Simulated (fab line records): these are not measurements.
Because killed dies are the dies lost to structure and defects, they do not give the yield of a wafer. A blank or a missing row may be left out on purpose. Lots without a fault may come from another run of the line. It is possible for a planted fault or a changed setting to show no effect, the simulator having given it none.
fab line records ; flow rit_cmos
record lots=15; wafers=45; last_day=7
route steps=202 shown SILICIDE@165 M1@202
lots that met no fault: taken from a fault-free run of the same line
start_h: start of the lot's first displayed wafer, in hours after the record's first day ; wait_h: hours since the lot's step before ; " same as the row above ; L1.1+2: a row that stands for several wafers ; - value missing, or start not given ; * or withheld: withheld ; < > ~ a bound
route shown NAME@n: names a module that has steps shown in the file, with the first one's number in the route ; usual: mean and standard deviation over wafers with no fault ; same: alike in all rows ; chamber/n: place in a boat ; sites: the reading at each site ; _std_site: standard deviation of those values ; _edge_site: the outer-site mean with the inner-site mean subtracted ; radius_mm: how far each site lies from the wafer's centre ; mask NAME#n: copy n ; behind: the tool/chamber that last shaped the wafer ; hold: why the lot was held/for how many hours/how that ended ; device: which transistor (n, p or np) failed to switch ; end of line: tests of these same wafers at the route's end ; for a step that has no rows: nothing shown but its recipe ; killed: at the first sort, the dies lost to defects and structure; wafer yield is something else ; map: the dies of a wafer, with x for killed, . for not killed, _ for no die there
set.NAME: the setting the step ran with; set.NAME@STEP: the setting that earlier step ran with ; model.NAME: the simulator's own value behind a step, which no gauge read
a sample of lots followed through the steps of the route, with each step as a table and each wafer as a row
## steps
# step RIT_SILICIDE_RTA_04
# recipe temp_c=650; time_s=10; idle_temp_c=25; ramp_up_s=5; ramp_down_s=5; cool_to_c=25; ambient=N2
# usual wafer_temp_C_max=653.4/0.85
lot.wafer;tool;chamber;start_h;wait_h;wafer_temp_C_max
L214.2;rtp_anneal-01;0;51.37;0.1;654.2
L214.3;rtp_anneal-01;0;51.37;0.1;653.5
L214.4;rtp_anneal-01;0;51.37;0.1;653.8
L215.1;rtp_anneal-02;0;56.27;0.1;653.7
L215.2;rtp_anneal-02;0;56.27;0.1;653.2
L215.5;rtp_anneal-02;0;56.27;0.1;652.8
L216.1;rtp_anneal-01;0;61.67;0.1;655.6
L216.2;rtp_anneal-01;0;61.67;0.1;653.7
L216.5;rtp_anneal-01;0;61.67;0.1;653.3
L217.1;rtp_anneal-02;0;65.40;0.1;653.0
L217.3;rtp_anneal-02;0;65.40;0.1;652.3
L217.4;rtp_anneal-02;0;65.40;0.1;652.7
L218.2;rtp_anneal-01;0;71.38;0.1;654.9
L218.4;rtp_anneal-01;0;71.38;0.1;653.1
L218.5;rtp_anneal-01;0;71.38;0.1;653.7
L219.2;rtp_anneal-02;0;78.73;0.1;652.9
L219.5;rtp_anneal-02;0;78.73;0.1;652.7
L219.6;rtp_anneal-02;0;78.73;0.1;652.5
L220.1;rtp_anneal-01;0;80.76;0.1;653.7
L220.3;rtp_anneal-01;0;80.76;0.1;654.7
L220.4;rtp_anneal-01;0;80.76;0.1;654.3
L222.1;rtp_anneal-01;0;91.38;0.1;654.0
L222.2;rtp_anneal-01;0;91.38;0.1;654.3
L222.5;rtp_anneal-01;0;91.38;0.1;652.5
L224.1;rtp_anneal-01;0;102.97;0.1;723.7
L224.3;rtp_anneal-01;0;102.97;0.1;723.5
L224.6;rtp_anneal-01;0;102.97;0.1;722.8
L226.1;rtp_anneal-01;0;111.24;0.1;723.8
L226.4;rtp_anneal-01;0;111.24;0.1;723.4
L226.5;rtp_anneal-01;0;111.24;0.1;723.7
L228.1;rtp_anneal-01;0;127.17;0.1;724.7
L228.2;rtp_anneal-01;0;127.17;0.1;724.0
L228.4;rtp_anneal-01;0;127.17;0.1;723.3
L231.1;rtp_anneal-02;0;137.33;0.1;652.2
L231.2;rtp_anneal-02;0;137.33;0.1;652.5
L231.6;rtp_anneal-02;0;137.33;0.1;652.8
L233.2;rtp_anneal-02;0;148.17;0.1;652.4
L233.3;rtp_anneal-02;0;148.17;0.1;652.6
L233.6;rtp_anneal-02;0;148.17;0.1;652.7
L235.1;rtp_anneal-02;0;155.69;0.1;652.7
L235.5;rtp_anneal-02;0;155.69;0.1;651.8
L235.6;rtp_anneal-02;0;155.69;0.1;652.1
L237.1;rtp_anneal-02;0;166.27;0.1;652.3
L237.2;rtp_anneal-02;0;166.27;0.1;651.8
L237.3;rtp_anneal-02;0;166.27;0.1;652.0
# step RIT_M1_PROBE_99
# usual killed_at_front_end=7/3.1; killed_dies=7/3.1; killed_open=3.6/2.1; killed_short=3.2/2
# same gross_dies=264; killed_at_M0_to_M3=0; killed_at_M4_up=0; killed_at_back_side=0; killed_at_contacts=0; killed_at_other=0
lot.wafer;tool;chamber;start_h;wait_h;killed_at_front_end;killed_dies;killed_open;killed_short
L214.2;prober-02;-;57.98;0.1;5;5;1;4
L214.3;prober-02;-;58.03;0.2;11;11;7;4
L214.4;prober-02;-;58.08;0.2;8;8;5;3
L215.1;prober-01;-;64.00;0.1;11;11;5;6
L215.2;prober-01;-;64.05;0.1;10;10;3;7
L215.5;prober-01;-;64.20;0.2;7;7;4;3
L216.1;prober-02;-;69.36;0.1;7;7;4;3
L216.2;prober-02;-;69.41;0.1;4;4;2;2
L216.5;prober-02;-;69.56;0.2;6;6;4;2
L217.1;prober-01;-;72.03;0.1;4;4;2;2
L217.3;prober-01;-;72.13;0.2;10;10;8;2
L217.4;prober-01;-;72.18;0.2;9;9;5;4
L218.2;prober-02;-;78.51;0.1;6;6;2;4
L218.4;prober-02;-;78.61;0.2;4;4;3;1
L218.5;prober-02;-;78.66;0.2;13;13;8;5
L219.2;prober-01;-;85.83;0.1;3;3;2;1
L219.5;prober-01;-;85.98;0.2;6;6;0;6
L219.6;prober-01;-;86.03;0.2;3;3;1;2
L220.1;prober-02;-;87.51;0.1;2;2;1;1
L220.3;prober-02;-;87.61;0.2;11;11;6;5
L220.4;prober-02;-;87.66;0.2;9;9;7;2
L222.1;prober-02;-;98.10;0.1;3;3;3;0
L222.2;prober-02;-;98.15;0.1;2;2;2;0
L222.5;prober-02;-;98.30;0.2;7;7;7;0
L224.1;prober-02;-;110.12;0.1;7;7;4;3
L224.3;prober-02;-;110.22;0.2;10;10;6;4
L224.6;prober-02;-;110.37;0.2;5;5;2;3
L226.1;prober-02;-;117.91;0.1;5;5;2;3
L226.4;prober-02;-;118.06;0.2;3;3;2;1
L226.5;prober-02;-;118.11;0.2;10;10;4;6
L228.1;prober-02;-;133.87;0.1;14;14;7;7
L228.2;prober-02;-;133.92;0.1;4;4;1;3
L228.4;prober-02;-;134.02;0.2;12;12;7;5
L231.1;prober-01;-;144.29;0.1;6;6;1;5
L231.2;prober-01;-;144.34;0.1;6;6;2;4
L231.6;prober-01;-;144.54;0.2;4;4;3;1
L233.2;prober-01;-;155.63;0.1;6;6;2;4
L233.3;prober-01;-;155.68;0.2;10;10;7;3
L233.6;prober-01;-;155.83;0.2;7;7;4;3
L235.1;prober-01;-;162.78;0.1;3;3;2;1
L235.5;prober-01;-;162.98;0.2;5;5;1;4
L235.6;prober-01;-;163.03;0.2;7;7;5;2
L237.1;prober-01;-;172.86;0.1;8;8;5;3
L237.2;prober-01;-;172.91;0.1;13;13;4;9
L237.3;prober-01;-;172.96;0.2;11;11;8;3
# killed by level:class
L214.2 FOX1:geometric_particle:short=1 FOX1:geometric_particle:open=1 GATE:geometric_particle:short=1 SPACER:geometric_particle:short=1 SILICIDE:geometric_particle:short=1
L214.3 GATE:geometric_particle:short=4 FOX2:geometric_particle:open=3 GATE:geometric_particle:open=3 SPACER:geometric_particle:open=1
L214.4 GATE:geometric_particle:open=2 FOX1:geometric_particle:open=1 FOX2:geometric_particle:short=1 GATE:geometric_particle:short=1 REOX:geometric_particle:open=1 SPACER:geometric_particle:short=1 SILICIDE:geometric_particle:open=1
L215.1 GATE:geometric_particle:open=3 GATE:geometric_particle:short=2 SPACER:geometric_particle:short=2 FOX2:geometric_particle:open=1 FOX2:geometric_particle:short=1 REOX:geometric_particle:short=1 SILICIDE:geometric_particle:open=1
L215.2 GATE:geometric_particle:short=4 FOX1:geometric_particle:short=2 GATE:geometric_particle:open=2 REOX:geometric_particle:open=1 REOX:geometric_particle:short=1
L215.5 GATE:geometric_particle:open=3 GATE:geometric_particle:short=2 FOX1:geometric_particle:open=1 SILICIDE:geometric_particle:short=1
L216.1 GATE:geometric_particle:open=2 FOX1:geometric_particle:short=1 FOX1:geometric_particle:open=1 FOX2:geometric_particle:short=1 GATE:geometric_particle:short=1 SILICIDE:geometric_particle:open=1
L216.2 FOX2:geometric_particle:open=2 REOX:geometric_particle:short=1 SILICIDE:geometric_particle:short=1
L216.5 GATE:geometric_particle:open=3 GATE:geometric_particle:short=2 FOX1:geometric_particle:open=1
L217.1 GATE:geometric_particle:open=1 REOX:geometric_particle:open=1 REOX:geometric_particle:short=1 SPACER:geometric_particle:short=1
L217.3 SPACER:geometric_particle:open=3 GATE:geometric_particle:open=2 FOX1:geometric_particle:open=1 FOX1:geometric_particle:short=1 FOX2:geometric_particle:open=1 REOX:geometric_particle:open=1 SPACER:geometric_particle:short=1
L217.4 GATE:geometric_particle:open=4 GATE:geometric_particle:short=2 SPACER:geometric_particle:short=2 REOX:geometric_particle:open=1
L218.2 FOX1:geometric_particle:short=1 FOX2:geometric_particle:short=1 FOX2:geometric_particle:open=1 REOX:geometric_particle:short=1 SPACER:geometric_particle:open=1 SILICIDE:geometric_particle:short=1
L218.4 FOX2:geometric_particle:open=1 GATE:geometric_particle:short=1 GATE:geometric_particle:open=1 SPACER:geometric_particle:open=1
L218.5 GATE:geometric_particle:open=5 FOX2:geometric_particle:short=2 REOX:geometric_particle:open=2 FOX2:geometric_particle:open=1 GATE:geometric_particle:short=1 REOX:geometric_particle:short=1 SPACER:geometric_particle:short=1
L219.2 FOX1:geometric_particle:short=1 FOX1:geometric_particle:open=1 GATE:geometric_particle:open=1
L219.5 GATE:geometric_particle:short=3 ACTIVE:geometric_particle:short=1 REOX:geometric_particle:short=1 SILICIDE:geometric_particle:short=1
L219.6 FOX1:geometric_particle:short=2 GATE:geometric_particle:open=1
L220.1 FOX1:geometric_particle:open=1 SILICIDE:geometric_particle:short=1
L220.3 GATE:geometric_particle:short=4 GATE:geometric_particle:open=3 REOX:geometric_particle:open=2 SILICIDE:geometric_particle:open=1 SILICIDE:geometric_particle:short=1
L220.4 FOX1:geometric_particle:open=4 GATE:geometric_particle:open=2 FOX1:geometric_particle:short=1 GATE:geometric_particle:short=1 REOX:geometric_particle:open=1
L222.1 GATE:geometric_particle:open=3
L222.2 GATE:geometric_particle:open=1 SILICIDE:geometric_particle:open=1
L222.5 FOX1:geometric_particle:open=3 GATE:geometric_particle:open=3 SILICIDE:geometric_particle:open=1
L224.1 GATE:geometric_particle:short=2 FOX1:geometric_particle:open=1 GATE:geometric_particle:open=1 REOX:geometric_particle:open=1 SPACER:geometric_particle:short=1 SILICIDE:geometric_particle:open=1
L224.3 FOX2:geometric_particle:short=2 GATE:geometric_particle:open=2 SILICIDE:geometric_particle:open=2 FOX1:geometric_particle:open=1 FOX2:geometric_particle:open=1 GATE:geometric_particle:short=1 SILICIDE:geometric_particle:short=1
L224.6 GATE:geometric_particle:short=3 SPACER:geometric_particle:open=1 SILICIDE:geometric_particle:open=1
L226.1 FOX1:geometric_particle:short=2 FOX1:geometric_particle:open=1 GATE:geometric_particle:open=1 GATE:geometric_particle:short=1
L226.4 GATE:geometric_particle:open=2 SPACER:geometric_particle:short=1
L226.5 FOX1:geometric_particle:short=3 GATE:geometric_particle:open=3 GATE:geometric_particle:short=2 FOX1:geometric_particle:open=1 FOX2:geometric_particle:short=1
L228.1 SPACER:geometric_particle:open=3 GATE:geometric_particle:short=2 REOX:geometric_particle:short=2 FOX1:geometric_particle:short=1 FOX1:geometric_particle:open=1 FOX2:geometric_particle:open=1 FOX2:geometric_particle:short=1 GATE:geometric_particle:open=1
L228.2 SILICIDE:geometric_particle:short=2 GATE:geometric_particle:short=1 GATE:geometric_particle:open=1
L228.4 GATE:geometric_particle:open=4 SILICIDE:geometric_particle:short=2 SILICIDE:geometric_particle:open=2 FOX2:geometric_particle:short=1 GATE:geometric_particle:short=1 REOX:geometric_particle:open=1 SPACER:geometric_particle:short=1
L231.1 GATE:geometric_particle:short=2 FOX2:geometric_particle:short=1 GATE:geometric_particle:open=1 REOX:geometric_particle:short=1 SILICIDE:geometric_particle:short=1
L231.2 FOX2:geometric_particle:open=2 GATE:geometric_particle:short=2 FOX1:geometric_particle:short=1 SPACER:geometric_particle:short=1
L231.6 FOX2:geometric_particle:open=1 REOX:geometric_particle:short=1 REOX:geometric_particle:open=1 SPACER:geometric_particle:open=1
L233.2 SILICIDE:geometric_particle:short=2 GATE:geometric_particle:short=1 GATE:geometric_particle:open=1 REOX:geometric_particle:open=1 SPACER:geometric_particle:short=1
L233.3 GATE:geometric_particle:open=2 SILICIDE:geometric_particle:short=2 SILICIDE:geometric_particle:open=2 FOX2:geometric_particle:open=1 REOX:geometric_particle:short=1 REOX:geometric_particle:open=1 SPACER:geometric_particle:open=1
L233.6 GATE:geometric_particle:open=2 SPACER:geometric_particle:open=2 SILICIDE:geometric_particle:short=2 GATE:geometric_particle:short=1
L235.1 GATE:geometric_particle:open=2 GATE:geometric_particle:short=1
L235.5 GATE:geometric_particle:short=3 FOX2:geometric_particle:open=1 FOX2:geometric_particle:short=1
L235.6 GATE:geometric_particle:open=2 GATE:geometric_particle:short=2 SPACER:geometric_particle:open=2 FOX2:geometric_particle:open=1
L237.1 GATE:geometric_particle:short=3 SPACER:geometric_particle:open=2 FOX1:geometric_particle:open=1 REOX:geometric_particle:open=1 SILICIDE:geometric_particle:open=1
L237.2 FOX1:geometric_particle:short=3 REOX:geometric_particle:open=3 REOX:geometric_particle:short=3 SPACER:geometric_particle:short=2 FOX1:geometric_particle:open=1 FOX2:geometric_particle:short=1
L237.3 GATE:geometric_particle:open=3 SPACER:geometric_particle:open=3 REOX:geometric_particle:short=1 REOX:geometric_particle:open=1 SPACER:geometric_particle:short=1 SILICIDE:geometric_particle:open=1 SILICIDE:geometric_particle:short=1
## key
first_sign step=RIT_SILICIDE_RTA_04; reading=wafer_temp_C_max; direction=up; sigmas=82; usual=*; struck=*
effect none on later readings
met_at RIT_SILICIDE_RTA_04
struck_lots L224,L226,L228
tester_left_out L224,L226,L228
onset_between 91.38 102.97
fault kind=process_parameter_drift; tool=rtp_anneal-01; chamber=-; onset_h=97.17; steps=RIT_SILICIDE_RTA_04; channel=temp_c; offset=*; shape=step; end_h=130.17; acts_in=*; stated=*
# tester_left_out: of these lots the tester's yield and bins aren't shown, on N5 and GAA mostly nor the transistor test; their killed dies are dies lost to structure and defects alone, not to doping, threshold or leakage, so they don't give the yield
